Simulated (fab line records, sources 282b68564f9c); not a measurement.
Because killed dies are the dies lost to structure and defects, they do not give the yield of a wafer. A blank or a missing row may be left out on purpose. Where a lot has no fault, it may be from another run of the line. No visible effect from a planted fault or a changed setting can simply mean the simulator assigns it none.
Which tool was responsible? || flow ritCmos || 14 lots, 42 wafers sampled, at 2 steps of a route of 202

== WHAT EACH GAUGE READ, for each wafer ==
Not one reading of a measure or inspect step in the record can be checked against a usual standard deviation.

== EACH LOT AND THE TOOL THAT RAN IT (in order: tool; ch and the chambers of the sampled wafers; start) ==
{"lot": "L881", "RIT_NLDD_DEVELOP_05": "lithoTrack-01 ch 0, day 2 21:00", "RIT_M1_PROBE_99": "-"}
{"lot": "L882", "RIT_NLDD_DEVELOP_05": "lithoTrack-03 ch 0, day 3 08:00", "RIT_M1_PROBE_99": "-"}
{"lot": "L883", "RIT_NLDD_DEVELOP_05": "lithoTrack-01 ch 0, day 3 12:00", "RIT_M1_PROBE_99": "-"}
{"lot": "L884", "RIT_NLDD_DEVELOP_05": "lithoTrack-03 ch 0, day 3 15:00", "RIT_M1_PROBE_99": "-"}
{"lot": "L885", "RIT_NLDD_DEVELOP_05": "lithoTrack-03 ch 0, day 3 21:00", "RIT_M1_PROBE_99": "-"}
{"lot": "L886", "RIT_NLDD_DEVELOP_05": "lithoTrack-03 ch 0, day 4 00:00", "RIT_M1_PROBE_99": "-"}
{"lot": "L894", "RIT_NLDD_DEVELOP_05": "lithoTrack-03 ch 0, day 5 14:00", "RIT_M1_PROBE_99": "-"}
{"lot": "L896", "RIT_NLDD_DEVELOP_05": "lithoTrack-03 ch 0, day 6 00:00", "RIT_M1_PROBE_99": "-"}
{"lot": "L899", "RIT_NLDD_DEVELOP_05": "lithoTrack-01 ch 0, day 6 17:00", "RIT_M1_PROBE_99": "-"}
{"lot": "L900", "RIT_NLDD_DEVELOP_05": "lithoTrack-02 ch 0, day 6 21:00", "RIT_M1_PROBE_99": "-"}
{"lot": "L901", "RIT_NLDD_DEVELOP_05": "lithoTrack-01 ch 0, day 7 04:00", "RIT_M1_PROBE_99": "-"}
{"lot": "L902", "RIT_NLDD_DEVELOP_05": "lithoTrack-02 ch 0, day 7 08:00", "RIT_M1_PROBE_99": "prober-01, day 8 00:26"}
{"lot": "L903", "RIT_NLDD_DEVELOP_05": "lithoTrack-02 ch 0, day 7 13:00", "RIT_M1_PROBE_99": "prober-02, day 8 04:49"}
{"lot": "L904", "RIT_NLDD_DEVELOP_05": "lithoTrack-01 ch 0, day 7 13:00", "RIT_M1_PROBE_99": "-"}
- RIT_NLDD_DEVELOP_05: develop time 50 s.
- RIT_M1_PROBE_99

== WHAT THE TOOLS THEMSELVES READ (means of the sampled wafers that have a number; where no wafer has one, the mark that the record gives instead) ==
RIT_NLDD_DEVELOP_05.
{"lot": "L881", "tool": "lithoTrack-01", "developerTempC (C)": 23.03}
{"lot": "L882", "tool": "lithoTrack-03", "developerTempC (C)": 23.06}
{"lot": "L883", "tool": "lithoTrack-01", "developerTempC (C)": 23.04}
{"lot": "L884", "tool": "lithoTrack-03", "developerTempC (C)": 22.83}
{"lot": "L885", "tool": "lithoTrack-03", "developerTempC (C)": 23.21}
{"lot": "L886", "tool": "lithoTrack-03", "developerTempC (C)": 22.83}
{"lot": "L894", "tool": "lithoTrack-03", "developerTempC (C)": 25.39}
{"lot": "L896", "tool": "lithoTrack-03", "developerTempC (C)": 25.35}
{"lot": "L899", "tool": "lithoTrack-01", "developerTempC (C)": 23.07}
{"lot": "L900", "tool": "lithoTrack-02", "developerTempC (C)": 22.95}
{"lot": "L901", "tool": "lithoTrack-01", "developerTempC (C)": 23.01}
{"lot": "L902", "tool": "lithoTrack-02", "developerTempC (C)": 23.08}
{"lot": "L903", "tool": "lithoTrack-02", "developerTempC (C)": 23.11}
{"lot": "L904", "tool": "lithoTrack-01", "developerTempC (C)": 23.00}

RIT_M1_PROBE_99.
{"lot": "L902", "tool": "prober-01", "killedAtContacts": 0.7, "killedAtFrontEnd": 9, "killedDies": 10, "killedOpen": 3.3, "killedShort": 6.7}
{"lot": "L903", "tool": "prober-02", "killedAtContacts": 0.0, "killedAtFrontEnd": 5, "killedDies": 5, "killedOpen": 2.3, "killedShort": 3.0}

== THE ANSWER, worked out from the rows above alone ==
Rule: usual is defined by the lots themselves. Put in order of their means at a reading, lots are off if they are a third of the lots or fewer, leave a main group of 4 or more, and stand apart from it by a gap of 3 or more times the standard deviation of the main group's means; of several such gaps the widest counts. The tables above print the reading to a certain number of digits; a main group whose means all agree to those digits is not used. A lot without any number at a reading at which 4 lots or more have one is off too. Any other lot the step has rows for is counted as sound. First the gauges in route order, then the tools' own readings, where a lot's mean is used as printed above. At the first step where some lot is off, the reading lying furthest off is the one used; lots without a number count as furthest.
Off at RIT_NLDD_DEVELOP_05 (developerTempC): L894, L896. Main group: mean 23.02 C, sd 0.1.
A tool fits if, at that step or a process step before it, it ran every lot that is off, and no sound lot after the first of them. One fits: RIT_NLDD_DEVELOP_05 on lithoTrack-03. A fault onset in the window from L886 (day 4 00:00, its last sound lot) to L894 (day 5 14:00, its first lot off) fits.
On the lots that are off, the tool's own readings at RIT_NLDD_DEVELOP_05 differ by more than 5 times the standard deviation of the sound lots' means, which bears it out; developerTempC reads 25.37 C there versus 23.02 C on the sound lots.

== WHAT THE SIMULATOR HAD INSERTED ==
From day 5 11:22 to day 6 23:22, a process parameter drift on lithoTrack-03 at RIT_NLDD_DEVELOP_05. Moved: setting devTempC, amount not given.
Shown lots that were struck: L894, L896. The same result came from the rule above.
